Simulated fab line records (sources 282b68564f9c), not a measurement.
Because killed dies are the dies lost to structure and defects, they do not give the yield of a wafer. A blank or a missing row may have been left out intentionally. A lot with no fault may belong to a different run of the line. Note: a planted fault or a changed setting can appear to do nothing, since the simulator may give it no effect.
2 desks looking at one fault ; flow ritCmos ; numbers are kept per desk, each desk with only its own; the story behind them comes last

== AT THE TOOL OWNER'S DESK: rieDiel-02 ==
The tool's own readings at RIT_CONTACT_ETCH_11 (etches SiO2 in CHF3/CF4/Ar, stops on TiSi2, target depth 480 nm, time 320 s): means of the sampled wafers that have a number, for each lot that ran on this tool. A lot is out of limits, marked OUT, if its mean lies more than 4 standard deviations from the usual mean; the brackets give that distance.
Columns: A = CHF3_flow_sccm at RIT_CONTACT_ETCH_11, usual 49.98 sccm; B = O2_flow_sccm at RIT_CONTACT_ETCH_11, usual 4.999 sccm; C = drypumpMotorCurrentA at RIT_CONTACT_ETCH_11, usual 5.7 A; D = oesProductAu at RIT_CONTACT_ETCH_11, usual 0.983 a.u.; E = throttleValvePct at RIT_CONTACT_ETCH_11, usual 8.90 %
lot;first seen here;A;B;C;D;E
L156;day 3 09:36;50.12;4.991;5.7;0.989;8.95
L159;day 4 01:03;49.91;5.006;5.7;0.986;8.96
L162;day 4 17:40;49.86;4.991;5.7;0.985;8.95
L174;day 7 03:52;49.91;4.993;5.8;0.998;8.97
L177;day 7 18:52;50.01;5.005;5.7;0.986;8.95
Result from this desk: across the 5 lots, nothing is out of limits.

== METROLOGY DESK ==
Lot by lot, what the gauges showed, no matter which tool ran the lot: averages of those sampled wafers that carry a number. A lot is out of limits, marked OUT, if its mean lies more than 4 standard deviations from the usual mean; the brackets give that distance.
Columns: A = cdNm at RIT_CONTACT_CD_MEAS_90, usual 998.7 nm; B = M1_AL_RS at RIT_M1_RS_MEAS_01, usual 0.0731 ohm/sq
lot;first seen here;A;B
L155;day 3 05:44;997.6;0.0722
L156;day 3 09:58;999.2;0.0734
L159;day 4 01:25;1000.3;0.0727
L162;day 4 18:04;999.1;0.0740
L169;day 6 03:32;992.3;0.0718
L170;day 6 12:11;1000.4;0.0730
L171;day 6 12:55;997.5;0.0736
L173;day 6 23:14;999.0;0.0741
L174;day 7 04:17;1002.9;0.0741
L175;day 7 07:52;1000.3;0.0731
L176;day 7 13:55;997.7;0.0738
L177;day 7 19:15;999.7;0.0729
Result from this desk: across the 12 lots, nothing is out of limits.

== PUT TOGETHER ==
The tool owner's desk saw nothing out of limits.
From the metrology desk's view, nothing was out of limits.

== WHAT THE SIMULATOR HAD PUT IN ==
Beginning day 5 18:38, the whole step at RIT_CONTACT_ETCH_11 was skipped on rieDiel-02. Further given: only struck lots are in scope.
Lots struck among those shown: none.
